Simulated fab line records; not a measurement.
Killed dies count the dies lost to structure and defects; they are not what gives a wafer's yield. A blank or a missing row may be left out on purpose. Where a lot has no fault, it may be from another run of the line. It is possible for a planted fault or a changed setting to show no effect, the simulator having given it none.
The same fault as seen by 2 desks -- flow rit-cmos -- only its own numbers are on each desk; what lay behind them is given at the end

== AT THE METROLOGY DESK ==
What the gauges read for every lot (on any tool): the sampled wafers with a number, averaged. A lot is out of limits, marked OUT, if its mean lies more than 4 standard deviations from the usual mean; the brackets give that distance.
Columns: A = ACTIVE_OXIDE_THK at RIT_ACTIVE_THK_MEAS_02, usual 48.7 nm; B = ACTIVE_NITRIDE_THK at RIT_ACTIVE_THK_MEAS_04, usual 150.2 nm; C = cd-nm at RIT_ACTIVE_CD_MEAS_11, usual 1399.9 nm; D = cd-nm at RIT_ACTIVE_CD_MEAS_90, usual 1400.0 nm; E = FOX1_OXIDE_THK at RIT_FOX1_THK_MEAS_01, usual 348 nm; F = FOX2_OXIDE_THK at RIT_FOX2_THK_MEAS_01, usual 349 nm; G = FIELD_OXIDE_LEFT_1_THK at RIT_FOX2_THK_MEAS_90, usual 322 nm
lot,first seen here,A,B,C,D,E,F,G
L411,day 2 13:10,50.3,149.8,1398.8,1399.3,351,349,322
L412,day 2 20:04,49.1,151.6,1399.8,1399.9,354,349,322
L419,day 4 06:49,47.8,152.8,1396.6,1396.2,349,343,316
L425,day 5 11:03,48.9,149.3,1400.0,1400.3,352,349,321
L427,day 5 21:04,48.6,150.3,1400.1,1400.0,339,346,319
This desk's finding: nothing out of limits on any of the 5 lots.

== DESK OF THE TOOL OWNER: rie-diel-03 ==
The tool's own readings at RIT_ACTIVE_ETCH_13 (etches Si3N4 in SF6, stops on SiO2, time 201.2 s, target depth 210 nm): means of the sampled wafers that have a number, for each lot that ran on this tool. A lot is out of limits, marked OUT, if its mean lies more than 4 standard deviations from the usual mean; the brackets give that distance.
Columns: A = drypump-motor-current-A at RIT_ACTIVE_ETCH_13, usual 5.9 A; B = oes-product-au at RIT_ACTIVE_ETCH_13, usual 0.838 a.u.; C = throttle-valve-pct at RIT_ACTIVE_ETCH_13, usual 7.49 %
lot,first seen here,A,B,C
L411,day 2 15:56,6.0,0.826,7.51
L419,day 4 09:33,5.9,0.837,7.53
This desk's finding: nothing out of limits on any of the 2 lots.

== TAKEN TOGETHER ==
Nothing out of limits was seen by the metrology desk.
The desk of the tool owner found nothing out of limits.

== WHAT WAS PUT IN BY THE SIMULATOR ==
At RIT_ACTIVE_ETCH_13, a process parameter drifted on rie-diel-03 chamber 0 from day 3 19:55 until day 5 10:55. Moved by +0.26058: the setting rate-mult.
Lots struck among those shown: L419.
